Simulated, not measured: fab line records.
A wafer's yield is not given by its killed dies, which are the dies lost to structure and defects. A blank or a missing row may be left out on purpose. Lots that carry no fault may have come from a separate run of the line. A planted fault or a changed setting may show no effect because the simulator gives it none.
Which tool is to blame? -- flow berkeley-cmos170 -- 42 wafers from 14 lots sampled at 4 of the route's 331 steps

WHAT THE GAUGES SHOWED, per wafer
UCB170_NWELL_THK_MEAS_02.
lot,measured,on,NWELL_OXIDE_THK (nm)
L203,day 2 00:02,film-metro-04,26.4 26.7 26.5
L204,day 2 05:33,film-metro-01,27.3 27.3 27.3
L206,day 2 16:04,film-metro-01,26.5 27.3 26.5
L207,day 2 23:01,film-metro-01,26.1 25.7 26.1
L209,day 3 05:32,film-metro-03,26.7 26.6 26.9
L211,day 3 16:57,film-metro-01,26.8 26.9 26.8
L212,day 4 00:13,film-metro-03,25.9 26.6 26.5
L213,day 4 00:14,film-metro-04,26.5 26.3 26.5
L218,day 4 22:46,film-metro-04,26.5 26.3 26.4
L221,day 5 15:47,film-metro-01,25.6 25.8 25.9
L223,day 6 04:19,film-metro-01,27.1 26.5 26.3
L224,day 6 05:40,film-metro-01,26.8 26.9 27.0
L225,day 6 10:37,film-metro-04,26.3 26.7 26.5
L226,day 6 16:16,film-metro-01,27.4 27.2 27.6

UCB170_SILICIDE_RS_MEAS_02: a four-point-probe measurement.
lot,measured,on,SILICIDE_TI_RS (ohm/sq)
L203,day 6 07:01,film-metro-01,25.6 25.7 25.4
L204,day 6 20:19,film-metro-04,26.0 26.0 25.9
L206,day 7 08:50,film-metro-01,26.3 26.3 26.8
L207,day 7 09:57,film-metro-01,26.6 26.5 26.6
L209,day 7 08:24,film-metro-01,25.7 25.6 25.7
L211,day 7 16:38,film-metro-01,26.1 26.0 26.0
L212,day 8 08:15,film-metro-04,20.9 20.9 20.8
L213,day 8 09:13,film-metro-01,21.1 21.1 21.1
L218,day 9 10:35,film-metro-01,26.5 26.6 26.5
L221,day 10 12:42,film-metro-01,26.5 26.4 26.3
L223,day 10 21:58,film-metro-02,26.7 26.6 26.7
L224,day 10 21:31,film-metro-01,26.6 26.5 26.6
L225,day 11 06:28,film-metro-01,26.0 26.2 26.3
L226,day 11 06:26,film-metro-04,26.6 26.5 26.7

UCB170_SILICIDE_THK_MEAS_03: measures by xrf.
lot,measured,on,SILICIDE_TI_THK (nm)
L203,day 6 07:08,film-metro-01,30.2 30.3 30.2
L204,day 6 20:26,film-metro-04,29.9 30.0 30.0
L206,day 7 08:56,film-metro-01,29.6 29.5 29.0
L207,day 7 10:04,film-metro-01,29.4 29.4 29.2
L209,day 7 08:31,film-metro-01,30.2 30.2 30.1
L211,day 7 16:44,film-metro-01,29.8 29.8 29.9
L212,day 8 08:22,film-metro-04,36.2 36.1 36.2
L213,day 8 09:20,film-metro-01,35.6 35.7 35.7
L218,day 9 10:41,film-metro-01,29.4 29.3 29.5
L221,day 10 12:48,film-metro-01,29.4 29.6 29.4
L223,day 10 22:04,film-metro-02,29.2 29.2 29.1
L224,day 10 21:38,film-metro-01,29.4 29.5 29.3
L225,day 11 06:34,film-metro-01,29.9 29.7 29.6
L226,day 11 06:34,film-metro-04,29.4 29.3 29.3

WHAT TOOL EACH LOT RAN ON (gives the tool, then ch and the chambers of the sampled wafers, and finally the start)
lot,UCB170_SILICIDE_SPUTTER_01
L203,"pvd-sputter-02, day 6 06:58"
L204,"pvd-sputter-02, day 6 20:17"
L206,"pvd-sputter-02, day 7 08:46"
L207,"pvd-sputter-01, day 7 09:54"
L209,"pvd-sputter-01, day 7 08:20"
L211,"pvd-sputter-04, day 7 16:35"
L212,"pvd-sputter-01, day 8 08:13"
L213,"pvd-sputter-01, day 8 09:11"
L218,"pvd-sputter-02, day 9 10:32"
L221,"pvd-sputter-04, day 10 12:38"
L223,"pvd-sputter-04, day 10 21:55"
L224,"pvd-sputter-01, day 10 21:28"
L225,"pvd-sputter-02, day 11 06:24"
L226,"pvd-sputter-04, day 11 06:25"
- UCB170_SILICIDE_SPUTTER_01: material Ti, target thk 30 nm, time 25 s.

WHAT THE TOOLS THEMSELVES READ (means of the sampled wafers that have a number; where no wafer has one, the mark that the record gives instead)
UCB170_SILICIDE_SPUTTER_01.
lot,tool,throttle-valve-pct (%)
L203,pvd-sputter-02,30.7
L204,pvd-sputter-02,30.5
L206,pvd-sputter-02,30.8
L207,pvd-sputter-01,30.5
L209,pvd-sputter-01,30.2
L211,pvd-sputter-04,28.7
L212,pvd-sputter-01,30.5
L213,pvd-sputter-01,30.1
L218,pvd-sputter-02,30.5
L221,pvd-sputter-04,29.4
L223,pvd-sputter-04,29.3
L224,pvd-sputter-01,30.5
L225,pvd-sputter-02,30.6
L226,pvd-sputter-04,29.7

THE ANSWER, worked out from the rows above alone
Rule: the usual values come from the lots themselves. Put in order of their means at a reading, lots are off if they are a third of the lots or fewer, leave a main group of 4 or more, and stand apart from it by a gap of 3 or more times the standard deviation of the main group's means; of several such gaps the widest counts. Not used: any main group whose means are identical at the precision the tables above print for the reading. Also off: a lot with no number at a reading for which 4 or more lots have one. Any other lot the step has rows for is counted as sound. The gauges are gone through in route order, then the tools' own readings, and for those a lot's mean is taken as printed above. At the first step where some lot is off, the reading lying furthest off is the one used; lots without a number count as furthest.
Off: L212, L213, seen at UCB170_SILICIDE_RS_MEAS_02 (SILICIDE_TI_RS). The main group: mean 26.3 ohm/sq, standard deviation 0.36.
A tool fits if, at a process step before that reading, it ran every lot that is off, and no sound lot after the first of them. Gauges at UCB170_SILICIDE_RS_MEAS_02: tried the same way as those tools. No candidate that was tried fits.

WHAT THE SIMULATOR HAD PUT IN
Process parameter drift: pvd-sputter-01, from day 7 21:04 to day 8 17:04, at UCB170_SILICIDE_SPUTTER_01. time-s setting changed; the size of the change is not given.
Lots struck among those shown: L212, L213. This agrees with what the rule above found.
